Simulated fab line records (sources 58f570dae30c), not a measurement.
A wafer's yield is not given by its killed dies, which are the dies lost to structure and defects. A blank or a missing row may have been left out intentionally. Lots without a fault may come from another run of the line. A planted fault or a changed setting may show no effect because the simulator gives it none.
Which tool is to blame? ; flow berkeley cmos170 ; Sampling: 14 lots, 42 wafers, 3 of 331 route steps

## WHAT EACH GAUGE READ, for each wafer
UCB170_M2_RS_MEAS_02: measures by four-point-probe. Usual: M2_AL_RS typically reads 0.0321 ohm/sq, with standard deviation 0.00032.
lot;measured;on;M2_AL_RS (ohm/sq);flag
L327;day 7 19:46;film metro-02;0.0322 0.0319 0.0319;
L328;day 7 20:04;film metro-03;0.0321 0.0325 0.0323;
L330;day 8 02:44;film metro-03;0.0322 0.0325 0.0320;
L329;day 8 03:00;film metro-02;0.0316 0.0314 0.0315;
L331;day 8 21:05;film metro-02;0.0323 0.0320 0.0323;
L332;day 8 21:21;film metro-03;0.0316 0.0314 0.0317;
L333;day 9 04:16;film metro-03;0.0314 0.0318 0.0313;
L335;day 9 10:16;film metro-04;0.0318 0.0316 0.0319;
L336;day 9 23:34;film metro-04;0.0323 0.0323 0.0323;
L337;day 9 23:44;film metro-03;0.0317 0.0321 0.0319;
L340;day 10 15:22;film metro-04;0.0329 0.0333 0.0331;OFF
L342;day 11 02:21;film metro-02;0.0322 0.0323 0.0322;
L341;day 11 02:28;film metro-03;0.0335 0.0334 0.0339;OFF
L350;day 12 07:04;film metro-03;0.0319 0.0320 0.0320;

UCB170_M2_THK_MEAS_03: measures by xrf. Usual: M2_AL_THK typically reads 920 nm, with standard deviation 11.
lot;measured;on;M2_AL_THK (nm);flag
L327;day 7 19:52;film metro-02;910 917 922;
L328;day 7 20:11;film metro-03;914 911 911;
L330;day 8 02:52;film metro-03;921 911 921;
L329;day 8 03:07;film metro-02;929 939 929;
L331;day 8 21:11;film metro-02;908 907 906;
L332;day 8 21:28;film metro-03;940 939 929;
L333;day 9 04:23;film metro-03;938 932 939;
L335;day 9 10:23;film metro-04;936 944 936;
L336;day 9 23:40;film metro-04;916 921 924;
L337;day 9 23:51;film metro-03;929 919 924;
L340;day 10 15:29;film metro-04;897 883 890;
L342;day 11 02:28;film metro-02;912 907 911;
L341;day 11 02:34;film metro-03;879 881 875;OFF
L350;day 12 07:10;film metro-03;924 921 916;

## TOOL THAT RAN EACH LOT (tool first, then ch and the chambers of the sampled wafers, then the start)
lot;UCB170_M2_SPUTTER_01
L327;pvd sputter-02, day 7 19:40
L328;pvd sputter-03, day 7 19:59
L330;pvd sputter-02, day 8 02:39
L329;pvd sputter-03, day 8 02:53
L331;pvd sputter-02, day 8 20:58
L332;pvd sputter-04, day 8 21:15
L333;pvd sputter-02, day 9 04:10
L335;pvd sputter-02, day 9 10:11
L336;pvd sputter-03, day 9 23:27
L337;pvd sputter-02, day 9 23:38
L340;pvd sputter-02, day 10 15:17
L342;pvd sputter-03, day 11 02:16
L341;pvd sputter-02, day 11 02:22
L350;pvd sputter-04, day 12 06:57
- UCB170_M2_SPUTTER_01: material Al, target thk 900 nm, time 120 s.

## AS READ BY THE TOOLS THEMSELVES (means over the sampled wafers that have a number; for cases with no such wafer, the mark the record gives instead)
UCB170_M2_SPUTTER_01. Usual: chamber pressure pa 0.5000 Pa, standard deviation 0.001; throttle valve pct 29.9 %, standard deviation 0.86.
lot;tool;chamber pressure pa (Pa);throttle valve pct (%);flag
L327;pvd sputter-02;0.5008;30.3;
L328;pvd sputter-03;0.4998;29.7;
L330;pvd sputter-02;0.4994;30.4;
L329;pvd sputter-03;0.5003;29.5;
L331;pvd sputter-02;0.4996;28.8;
L332;pvd sputter-04;0.4994;30.5;
L333;pvd sputter-02;0.5010;28.8;
L335;pvd sputter-02;0.4994;29.4;
L336;pvd sputter-03;0.4999;29.6;
L337;pvd sputter-02;0.5004;29.5;
L340;pvd sputter-02;0.5793;27.6;OFF
L342;pvd sputter-03;0.4994;29.4;
L341;pvd sputter-02;0.5783;28.0;OFF
L350;pvd sputter-04;0.5001;30.6;

## THE ANSWER, worked out from the rows above alone
Rule: a lot counts as off when the mean over its wafers that have a number is more than 3 standard deviations away from the usual mean. A lot without any number at a reading at which 4 lots or more have one is off too. Where the step has rows for the other lots, those lots are counted as sound. The gauges are gone through in route order, then the tools' own readings, and for those a lot's mean is taken as printed above. The first step at which some lot is off is used, and at that step the reading that is off furthest; a lot without a number counts as furthest.
Off: L340, L341, seen at UCB170_M2_RS_MEAS_02 (M2_AL_RS).
A tool fits if, at a process step before that reading, it ran every lot that is off, and no sound lot after the first of them. The gauges at UCB170_M2_RS_MEAS_02 aren't tried: what is off there is off at UCB170_M2_SPUTTER_01 too, on other tools, and a gauge's error can't cause that. One candidate fits, namely pvd sputter-02 at UCB170_M2_SPUTTER_01. A fault onset in the window from L337 (day 9 23:38, its last sound lot) to L340 (day 10 15:17, its first lot off) fits.
On the lots that are off, the tool's own readings at UCB170_M2_SPUTTER_01 differ by more than 5 times the standard deviation of the sound lots' means, which bears it out; chamber pressure pa reads 0.5788 Pa there versus 0.5000 Pa on the sound lots.

## WHAT THE SIMULATOR HAD PUT IN
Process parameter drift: pvd sputter-02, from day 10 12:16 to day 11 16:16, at UCB170_M2_SPUTTER_01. Setting chamber pressure pa shifted by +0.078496 from 0.5. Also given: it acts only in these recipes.
Lots struck among those shown: L340, L341. The same result came from the rule above.
